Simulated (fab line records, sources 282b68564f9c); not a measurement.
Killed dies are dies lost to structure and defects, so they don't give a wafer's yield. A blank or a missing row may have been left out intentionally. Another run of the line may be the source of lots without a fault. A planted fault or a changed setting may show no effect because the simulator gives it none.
Which tool was responsible?    flow rit-cmos    14 lots with 42 wafers sampled at 2 steps, on a route of 202 steps

WHAT THE GAUGES READ, wafer by wafer
RIT_ACTIVE_THK_MEAS_02. Usual: for ACTIVE_OXIDE_THK the level is 48.1 nm and the standard deviation is 0.81.
lot   measured     on             ACTIVE_OXIDE_THK (nm)  flag
L276  day 1 17:04  film-metro-03  48.8 47.7 48.0         
L277  day 1 22:03  film-metro-02  47.3 46.0 47.4         
L278  day 2 03:03  film-metro-02  48.9 48.6 49.4         
L279  day 2 08:05  film-metro-02  49.2 48.5 49.2         
L280  day 2 13:03  film-metro-04  48.2 48.3 47.8         
L281  day 2 18:03  film-metro-04  46.6 46.8 47.7         
L283  day 3 04:04  film-metro-02  47.9 48.2 48.3         
L285  day 3 14:03  film-metro-04  47.6 48.2 47.6         
L287  day 4 00:04  film-metro-02  48.4 48.9 48.1         
L292  day 5 01:13  film-metro-03  74.3 74.0 73.5         OFF
L293  day 5 06:05  film-metro-04  74.0 73.6 73.0         OFF
L295  day 5 16:03  film-metro-04  48.4 48.6 48.8         
L296  day 5 22:26  film-metro-04  48.4 48.8 48.7         
L298  day 6 07:04  film-metro-02  48.9 49.1 48.9         

WHAT TOOL EACH LOT RAN ON (gives the tool, then ch and the chambers of the sampled wafers, and finally the start)
lot   RIT_ACTIVE_OXIDATION_01
L276  furnace-03 ch 0, day 1 15:07
L277  furnace-03 ch 0, day 1 20:07
L278  furnace-02 ch 0, day 2 01:07
L279  furnace-03 ch 0, day 2 06:07
L280  furnace-04 ch 0, day 2 11:07
L281  furnace-04 ch 0, day 2 16:07
L283  furnace-03 ch 0, day 3 02:07
L285  furnace-03 ch 0, day 3 12:07
L287  furnace-02 ch 0, day 3 22:07
L292  furnace-02 ch 0, day 4 23:16
L293  furnace-02 ch 0, day 5 04:07
L295  furnace-03 ch 0, day 5 14:07
L296  furnace-04 ch 0, day 5 20:31
L298  furnace-04 ch 0, day 6 05:07
- RIT_ACTIVE_OXIDATION_01: target thk 46.8 nm, ox time 3360 s.

AS READ BY THE TOOLS THEMSELVES (means over the sampled wafers that have a number; for cases with no such wafer, the mark the record gives instead)
RIT_ACTIVE_OXIDATION_01. Usual: ox-temp-c-max 1007.3, standard deviation 1.9; zone-power-load-pct 30.7 %, standard deviation 2.4.
lot   tool        ox-temp-c-max  zone-power-load-pct (%)  flag
L276  furnace-03  1005.7         33.0                     
L277  furnace-03  1005.9         33.1                     
L278  furnace-02  1008.2         32.1                     
L279  furnace-03  1005.7         33.3                     
L280  furnace-04  1006.5         27.7                     
L281  furnace-04  1006.4         27.8                     
L283  furnace-03  1005.9         33.3                     
L285  furnace-03  1005.1         33.3                     
L287  furnace-02  1011.0         32.1                     
L292  furnace-02  1008.8         31.9                     
L293  furnace-02  1009.9         31.7                     
L295  furnace-03  1006.3         33.1                     
L296  furnace-04  1007.0         27.9                     
L298  furnace-04  1006.8         27.9                     

THE ANSWER, worked out from the rows above alone
Rule: a lot is off if the mean of its wafers that have a number lies more than 3 standard deviations from the usual mean. Also off: a lot with no number at a reading for which 4 or more lots have one. The other lots that the step has rows for count as sound. First the gauges in route order, then the tools' own readings, where a lot's mean is used as printed above. The first step at which some lot is off is used, and at that step the reading that is off furthest; a lot without a number counts as furthest.
Off: at RIT_ACTIVE_THK_MEAS_02 (ACTIVE_OXIDE_THK), L292, L293.
A tool fits if, at a process step before that reading, it ran every lot that is off, and no sound lot after the first of them. Those tools and the gauges at RIT_ACTIVE_THK_MEAS_02 are tried in the same way. One candidate fits, namely furnace-02 at RIT_ACTIVE_OXIDATION_01. Its last sound lot is L287 (day 3 22:07), its first lot that is off L292 (day 4 23:16): a fault that began between those two fits.

WHAT HAD BEEN PUT IN BY THE SIMULATOR
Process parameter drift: furnace-02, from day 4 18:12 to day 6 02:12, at RIT_ACTIVE_OXIDATION_01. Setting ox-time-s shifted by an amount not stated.
Struck lots among those shown: L292, L293. The rule above found the same.
